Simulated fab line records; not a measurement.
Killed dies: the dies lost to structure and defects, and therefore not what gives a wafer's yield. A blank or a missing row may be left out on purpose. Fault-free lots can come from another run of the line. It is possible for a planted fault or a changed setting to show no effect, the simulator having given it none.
fab line records -- flow rit_cmos -- part 2 of 2: steps 28 to 28 of 28
[record] lots = 5, wafers = 23
route steps=202 shown ACTIVE@2 FOX1@20 NWELL@36 PWELL@41 NRETRO@54 GATE@81 NLDD@104 NSD@139 M1@202
start_h: hours from the record's first day to the start of the lot's first wafer shown -- wait_h: hours elapsed since this lot's preceding step -- " identical to the entry in the row above -- L1.1+2: several wafers, shown together as one row -- - no value present, or no start provided -- * or withheld: withheld -- < > ~ a bound
route shown NAME@n: names a module that has steps shown in the file, with the first one's number in the route -- usual: mean/standard deviation taken from wafers without a fault -- same: alike in all rows -- chamber/n: place in a boat -- sites: each site's reading -- _std_site: how widely they spread, as a standard deviation -- _edge_site: the outer-site mean with the inner-site mean subtracted -- radius_mm: how far each site lies from the wafer's centre -- mask NAME#n: copy n -- behind: the tool/chamber that last shaped the wafer -- hold: the reason the lot was held/the length of the hold in hours/how it ended -- device: which transistor (n, p or np) failed to switch -- end of line: at the end of the route, the tests of the same wafers -- step lacking rows: just its recipe -- killed: not the wafer's yield, but the dies lost to structure and defects at the first sort -- map: shows each die of a wafer: x if killed, . if not, _ if none is there
set.NAME: the setting that was run; set.NAME@STEP: the one run at that earlier step -- model.NAME: the simulator's own value behind a step, which no gauge read
lots whose settings were changed on purpose; a table a step, a row a wafer
[[steps]]
[step RIT_M1_PROBE_99]
[usual] killed_at_contacts = 0.1/0.38, killed_at_front_end = 6.1/2.8, killed_dies = 6.3/2.8, killed_open = 3.2/2, killed_short = 3.1/1.7
[same] gross_dies = 264, killed_at_M0_to_M3 = 0, killed_at_M4_up = 0, killed_at_back_side = 0, killed_at_other = 0
lot.wafer,tool,chamber,start_h,wait_h,set.temp_c@GATE_OXIDATION_05,set.dev_temp_c@GATE_DEVELOP_15,killed_at_contacts,killed_at_front_end,killed_dies,killed_open,killed_short,model.etest.nmos_0p15.drive_ua_um,model.etest.nmos_0p15.r_on_ohm_um,model.etest.nmos_0p3.r_on_ohm_um,model.etest.pmos_0p15.drive_ua_um,model.etest.pmos_0p15.r_on_ohm_um,model.etest.pmos_0p3.r_on_ohm_um,model.etest.pmos_turned.r_on_ohm_um
L076.1,prober-01,-,71.78,0.1,900,23,0,1,1,0,1,463.5,1152,2177,242.9,2915,6505,3721
L076.2,prober-01,-,71.83,0.1,900,23,1,7,8,1,7,451.8,1160,2199,239.2,2951,6506,3636
L076.6,prober-01,-,72.03,0.2,900,23,0,7,7,3,4,461.7,1161,2199,241.1,2926,6538,3679
L077.2,prober-02,-,77.15,0.1,916.7,21.83,0,8,8,2,6,418.6,1159,2408,226.7,2937,7182,3713
L077.3,prober-02,-,77.20,0.2,916.7,23,0,8,8,5,3,380.6,1257,2502,206.7,3213,7363,3986
L077.4,prober-02,-,77.25,0.2,916.7,23,0,6,6,2,4,383.7,1233,2509,201.9,3278,7540,4027
L077.5,prober-02,-,77.30,0.2,916.7,23,28,2,30,1,1,386.4,1236,2489,206.9,3189,7349,4005
L077.6,prober-02,-,77.35,0.2,916.7,21.83,0,8,8,5,3,426.3,1154,2397,231,2909,7088,3646
L079.2,prober-02,-,85.50,0.1,900,23,2,3,5,4,1,470.7,1138,2148,256.5,2792,6289,3493
L079.3,prober-02,-,85.55,0.2,900,23,0,0,0,0,0,481,1131,2146,262.3,2736,6328,3373
L079.4,prober-02,-,85.60,0.2,900,20.25,0,5,5,0,2,553.5,1056,2053,306.5,2435,5889,3125
L079.5,prober-02,-,85.65,0.2,900,23,1,5,6,4,2,486.3,1108,2136,264.1,2706,6250,3340
L079.6,prober-02,-,85.70,0.2,900,20.25,0,9,9,0,3,577.6,1013,2042,318.1,2326,5871,2999
L080.1,prober-01,-,94.58,0.1,888.2,23,0,7,7,4,2,508.3,1094,2013,283,2626,5713,3233
L080.2,prober-01,-,94.63,0.1,888.2,22.05,0,4,4,2,2,526.2,1034,1975,301.1,2437,5562,3050
L080.4,prober-01,-,94.73,0.2,888.2,22.05,0,5,5,2,3,518.4,1075,2022,289.8,2538,5681,3184
L080.5,prober-01,-,94.78,0.2,888.2,23,0,7,7,6,1,498.4,1097,2019,285.2,2609,5638,3189
L080.6,prober-01,-,94.83,0.2,888.2,22.05,0,5,5,3,2,514.6,1079,2009,296.8,2502,5614,3126
L084.1,prober-01,-,118.21,0.1,875.9,23,0,6,6,3,3,-,-,-,-,-,-,-
L084.2,prober-01,-,118.26,0.1,875.9,26.55,0,61,61,1,3,-,-,-,-,-,-,-
L084.3,prober-01,-,118.31,0.2,875.9,23,0,7,7,2,5,-,-,-,-,-,-,-
L084.4,prober-01,-,118.36,0.2,875.9,26.55,0,67,67,1,6,-,-,-,-,-,-,-
L084.5,prober-01,-,118.41,0.2,875.9,23,0,3,3,1,2,-,-,-,-,-,-,-
// killed by level:class
L076.1 SPACER:geometric_particle:short=1
L076.2 GATE:geometric_particle:short=4 FOX2:geometric_particle:short=1 GATE:geometric_particle:open=1 SPACER:geometric_particle:short=1 CONTACT:geometric_particle:short=1
L076.6 REOX:geometric_particle:short=2 FOX1:geometric_particle:open=1 FOX2:geometric_particle:open=1 GATE:geometric_particle:open=1 GATE:geometric_particle:short=1 SPACER:geometric_particle:short=1
L077.2 FOX1:geometric_particle:short=2 FOX1:geometric_particle:open=1 FOX2:geometric_particle:short=1 REOX:geometric_particle:open=1 REOX:geometric_particle:short=1 SPACER:geometric_particle:short=1 SILICIDE:geometric_particle:short=1
L077.3 GATE:geometric_particle:open=2 GATE:geometric_particle:short=1 REOX:geometric_particle:open=1 REOX:geometric_particle:short=1 SPACER:geometric_particle:short=1 SPACER:geometric_particle:open=1 SILICIDE:geometric_particle:open=1
L077.4 SPACER:geometric_particle:short=3 GATE:geometric_particle:short=1 GATE:geometric_particle:open=1 SILICIDE:geometric_particle:open=1
L077.5 CONTACT:area_etch=28 FOX2:geometric_particle:short=1 GATE:geometric_particle:open=1
L077.6 FOX1:geometric_particle:short=2 GATE:geometric_particle:open=2 SPACER:geometric_particle:open=2 FOX2:geometric_particle:open=1 FOX2:geometric_particle:short=1
L079.2 CONTACT:geometric_particle:open=2 FOX2:geometric_particle:short=1 FOX2:geometric_particle:open=1 SPACER:geometric_particle:open=1
L079.3
L079.4 GATE:area_develop=3 GATE:geometric_particle:short=1 REOX:geometric_particle:short=1
L079.5 FOX1:geometric_particle:open=1 GATE:geometric_particle:open=1 REOX:geometric_particle:open=1 REOX:geometric_particle:short=1 SPACER:geometric_particle:open=1 CONTACT:geometric_particle:short=1
L079.6 GATE:area_develop=6 GATE:geometric_particle:short=1 REOX:geometric_particle:short=1 SPACER:geometric_particle:short=1
L080.1 GATE:geometric_particle:open=4 GATE:geometric_particle:short=1 REOX:geometric_particle:short=1 ACTIVE:coat_microbubble_printed=1
L080.2 FOX1:geometric_particle:short=1 GATE:geometric_particle:open=1 REOX:geometric_particle:open=1 SILICIDE:geometric_particle:short=1
L080.4 GATE:geometric_particle:short=2 SILICIDE:geometric_particle:open=2 SILICIDE:geometric_particle:short=1
L080.5 GATE:geometric_particle:open=2 SILICIDE:geometric_particle:open=2 REOX:geometric_particle:open=1 SPACER:geometric_particle:open=1 SPACER:geometric_particle:short=1
L080.6 REOX:geometric_particle:open=2 REOX:geometric_particle:short=1 SPACER:geometric_particle:open=1 SILICIDE:geometric_particle:short=1
L084.1 GATE:geometric_particle:open=2 FOX1:geometric_particle:short=1 FOX1:geometric_particle:open=1 SPACER:geometric_particle:short=1 SILICIDE:geometric_particle:short=1
L084.2 GATE:area_develop=57 FOX1:geometric_particle:short=1 GATE:geometric_particle:short=1 GATE:geometric_particle:open=1 SILICIDE:geometric_particle:short=1
L084.3 GATE:geometric_particle:short=2 FOX2:geometric_particle:open=1 FOX2:geometric_particle:short=1 GATE:geometric_particle:open=1 REOX:geometric_particle:short=1 SILICIDE:geometric_particle:short=1
L084.4 GATE:area_develop=60 SPACER:geometric_particle:short=2 FOX2:geometric_particle:short=1 GATE:geometric_particle:open=1 GATE:geometric_particle:short=1 REOX:geometric_particle:short=1 SILICIDE:geometric_particle:short=1
L084.5 FOX1:geometric_particle:short=2 REOX:geometric_particle:open=1
[[key]]
[split] step = RIT_ACTIVE_OXIDATION_01, setting = ox_time_s, stated = 3360, by = lot
[response] step = RIT_ACTIVE_OXIDATION_01, reading = model.SiO2_of_ACTIVE_OXIDATION_01.thk_nm, change = +0.222, per = 1%, r = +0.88
[split] step = RIT_ACTIVE_CVD_03, setting = time_s, stated = 1500, by = lot
[response] step = RIT_ACTIVE_CVD_03, reading = model.Si3N4_of_ACTIVE_CVD_03.thk_nm, change = +1.32, per = 1%, r = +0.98
[response] step = RIT_ACTIVE_THK_MEAS_04, reading = ACTIVE_NITRIDE_THK, change = +1.33, per = 1%, r = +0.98
[response] step = RIT_ACTIVE_ETCH_13, reading = model.etch.depth_nm, change = +1.33, per = 1%, r = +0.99
[response] step = RIT_ACTIVE_ETCH_13, reading = model.ACTIVE.feature_depth_nm, change = +1.22, per = 1%, r = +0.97
[split] step = RIT_ACTIVE_ETCH_13, setting = pressure_mtorr, stated = 260, by = lot
[response] step = RIT_FOX1_OXIDATION_00, reading = model.SiO2_of_FOX1_OXIDATION_00.thk_nm, change = -1.79, per = 1%, r = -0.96
[response] step = RIT_FOX1_THK_MEAS_01, reading = FOX1_OXIDE_THK, change = -1.79, per = 1%, r = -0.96
[split] step = RIT_FOX1_OXIDATION_00, setting = ox_time_s, stated = 1130, by = lot
[response] step = RIT_FOX1_OXIDATION_00, reading = model.SiO2_of_FOX1_OXIDATION_00.thk_nm, change = +2.21, per = 1%, r = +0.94
[split] step = RIT_NWELL_IMPLANT_08, setting = energy_kev, stated = 170, by = wafer
[response] step = RIT_NWELL_IMPLANT_08, reading = model.implant.rp_nm, change = +2.22, per = 1%, r = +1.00
[response] step = RIT_NWELL_IMPLANT_08, reading = model.implant.drp_nm, change = +0.515, per = 1%, r = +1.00
[split] step = RIT_PWELL_SOFTBAKE_02, setting = temp_c, stated = 90, by = wafer
[response] step = RIT_PWELL_DEVELOP_05, reading = model.NOVOLAK_of_PWELL_COAT_01.thk_nm, change = -3.38, per = 1%, r = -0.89
[split] step = RIT_NRETRO_COAT_01, setting = spin_rpm, stated = 2000, by = wafer
[response] step = RIT_NRETRO_COAT_01, reading = model.NOVOLAK_of_NRETRO_COAT_01.thk_nm, change = -6.28, per = 1%, r = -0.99
[response] step = RIT_NRETRO_HARDBAKE_07, reading = model.NOVOLAK_of_NRETRO_COAT_01.thk_nm, change = -5.41, per = 1%, r = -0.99
[split] step = RIT_NRETRO_IMPLANT_08, setting = dose_cm2, stated = 1e+13, by = wafer
[response] step = RIT_NRETRO_TW_MEAS_10, reading = NRETRO_TW, change = +3.62, per = 1%, r = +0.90
[split] step = RIT_GATE_OXIDATION_05, setting = temp_c, stated = 900, by = lot
[response] step = RIT_GATE_OXIDATION_05, reading = model.SiO2_of_GATE_OXIDATION_05.thk_nm, change = +0.314, per = 1%, r = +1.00
[response] step = RIT_GATE_THK_MEAS_07, reading = GATE_OXIDE_THK, change = +0.314, per = 1%, r = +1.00
[response] step = RIT_M1_PROBE_99, reading = model.etest.pmos_0p3.r_on_ohm_um, change = +528, per = 1%, r = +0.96
[response] step = RIT_M1_PROBE_99, reading = model.etest.nmos_0p3.r_on_ohm_um, change = +146, per = 1%, r = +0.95
[split] step = RIT_GATE_DEVELOP_15, setting = dev_temp_c, stated = 23, by = wafer
[response] step = RIT_M1_PROBE_99, reading = model.etest.pmos_0p15.r_on_ohm_um, change = +34.5, per = 1%, r = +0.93
[response] step = RIT_M1_PROBE_99, reading = model.etest.pmos_turned.r_on_ohm_um, change = +32.8, per = 1%, r = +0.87
[response] step = RIT_M1_PROBE_99, reading = model.etest.pmos_0p3.r_on_ohm_um, change = +35.3, per = 1%, r = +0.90
[response] step = RIT_M1_PROBE_99, reading = model.etest.nmos_0p3.r_on_ohm_um, change = +9.13, per = 1%, r = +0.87
[response] step = RIT_M1_PROBE_99, reading = model.etest.nmos_0p15.r_on_ohm_um, change = +8.93, per = 1%, r = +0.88
[response] step = RIT_M1_PROBE_99, reading = model.etest.nmos_0p15.drive_ua_um, change = -6.97, per = 1%, r = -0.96
[response] step = RIT_M1_PROBE_99, reading = model.etest.pmos_0p15.drive_ua_um, change = -4.21, per = 1%, r = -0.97
[split] step = RIT_NLDD_COAT_01, setting = resist_thk_nm, stated = 1000, by = wafer
[response] step = RIT_NLDD_COAT_01, reading = model.NOVOLAK_of_NLDD_COAT_01.thk_nm, change = +10.2, per = 1%, r = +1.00
[response] step = RIT_NLDD_HARDBAKE_07, reading = model.NOVOLAK_of_NLDD_COAT_01.thk_nm, change = +8.93, per = 1%, r = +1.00
[split] step = RIT_NLDD_DEVELOP_05, setting = develop_time_s, stated = 50, by = wafer
response none clear
[split] step = RIT_NSD_IMPLANT_08, setting = energy_kev, stated = 25, by = wafer
[response] step = RIT_NSD_IMPLANT_08, reading = model.implant.rp_nm, change = +0.218, per = 1%, r = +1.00
[response] step = RIT_NSD_IMPLANT_08, reading = model.implant.drp_nm, change = +0.0889, per = 1%, r = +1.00
